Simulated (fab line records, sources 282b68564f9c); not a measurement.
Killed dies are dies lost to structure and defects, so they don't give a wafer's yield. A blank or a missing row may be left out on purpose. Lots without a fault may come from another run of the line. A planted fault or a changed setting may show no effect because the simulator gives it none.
Problem report in the 8D (eight disciplines) form, filled by code | flow rit_cmos | the parts of the form that need people (team, actions taken, sign-off) are left out

1. THE PROBLEM
ACTIVE_OXIDE_THK at RIT_ACTIVE_THK_MEAS_02 reads a mean of 54.9 nm on 9 wafers of 3 lots; wafers without a fault read 47.1 nm with a standard deviation of 1. That is +7.8 standard deviations from the usual mean.
First seen on wafer L715.1, day 3 09:05, on film_metro-01. The record holds 45 wafers of 15 lots with a number at this step. Rule for "out", or "out of limits": more than 4 standard deviations from the usual mean. The other wafers with a number count as sound.

2. WHAT IT IS AND WHAT IT IS NOT
question                    | is                           | is not
which readings at this step | ACTIVE_OXIDE_THK             | -
which lots                  | L715, L717, L718             | L707, L708, L709, L712, L713, L714, L719, L721, L724, L726, L727, L728
which wafers of those lots  | all that have a number       | -
read on which gauges        | film_metro-01, film_metro-03 | film_metro-04
when                        | from day 3 09:05             | up to then (18 sound wafers); but 18 sound wafers of L719, L721, L724, L726, L727, L728 came after

3. SUSPECTS, AND WHAT RULES EACH OUT
Counting: a tool at a process step up to the reading stays a suspect if it ran every lot that is out and no sound lot after the first of them.
- the gauge at RIT_ACTIVE_THK_MEAS_02: ruled out. The wafers that are out were read on 2 gauges (film_metro-01, film_metro-03).
- furnace-04 at RIT_ACTIVE_OXIDATION_01 (target thk 46.8 nm, ox time 3360 s): kept. It ran every lot that is out, first L715 (day 3 07:08), and no sound lot after that; its last sound lot up to then is L714 (day 3 02:40). Its own readings are out on those wafers: spike_tc_centre_C, spike_tc_load_C, spike_tc_source_C, tube_center_temp_C, tube_center_temp_C_max.
Left after counting: furnace-04 at RIT_ACTIVE_OXIDATION_01.

4. THE CAUSE (what the simulator had put in)
Process parameter drift: furnace-04, from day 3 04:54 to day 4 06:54, at RIT_ACTIVE_OXIDATION_01. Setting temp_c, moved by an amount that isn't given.
Counting left only this tool.

5. THE CHAIN OF EFFECTS, in route order
Each row: a reading whose mean over the struck wafers that have a number lies more than 3 standard deviations from the usual. Only readings for which the record gives a usual standard deviation are gone through. hours: the time from each lot's start at the first step in this table that gives one to its start at this step, as a median over the lots. sigmas: the change in usual standard deviations.
hours | step                    | reading                | usual    | on struck wafers | change | sigmas
0     | RIT_ACTIVE_OXIDATION_01 | spike_tc_centre_C      | 1001.3 C | 1015.5           | +14.2  | +8.9
0     | RIT_ACTIVE_OXIDATION_01 | spike_tc_load_C        | 1027.0 C | 1040.2           | +13.2  | +5.7
0     | RIT_ACTIVE_OXIDATION_01 | spike_tc_source_C      | 1022.3 C | 1035.2           | +12.9  | +4.5
0     | RIT_ACTIVE_OXIDATION_01 | tube_center_temp_C     | 999.99 C | 1015.02          | +15.03 | +99 or more
0     | RIT_ACTIVE_OXIDATION_01 | tube_center_temp_C_max | 1002.6   | 1017.5           | +14.9  | +33
2     | RIT_ACTIVE_THK_MEAS_02  | ACTIVE_OXIDE_THK       | 47.1 nm  | 54.9             | +7.8   | +7.8
The process steps in it:
- RIT_ACTIVE_OXIDATION_01: target thk 46.8 nm, ox time 3360 s.
Later measuring or inspecting steps at which every struck wafer that the step has a row for has a number for every such reading, and none has moved that far: RIT_FOX2_THK_MEAS_90, RIT_GATE_OVL_MEAS_17.

6. WHAT WOULD HAVE CAUGHT IT SOONER
In this record the first reading out of limits at a measuring or inspecting step was taken at day 3 09:05, 4 hours after the fault began at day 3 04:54.
The tool's own readings at RIT_ACTIVE_OXIDATION_01 were out on every struck wafer that the step has a row for (spike_tc_centre_C, spike_tc_load_C, spike_tc_source_C, tube_center_temp_C, tube_center_temp_C_max): an alarm limit on them would have fired on the first of those.
Of the lots that are out (3), L717, L718 began RIT_ACTIVE_OXIDATION_01 on furnace-04 after day 3 09:05. A hold on the tool at that time would have spared those 2.
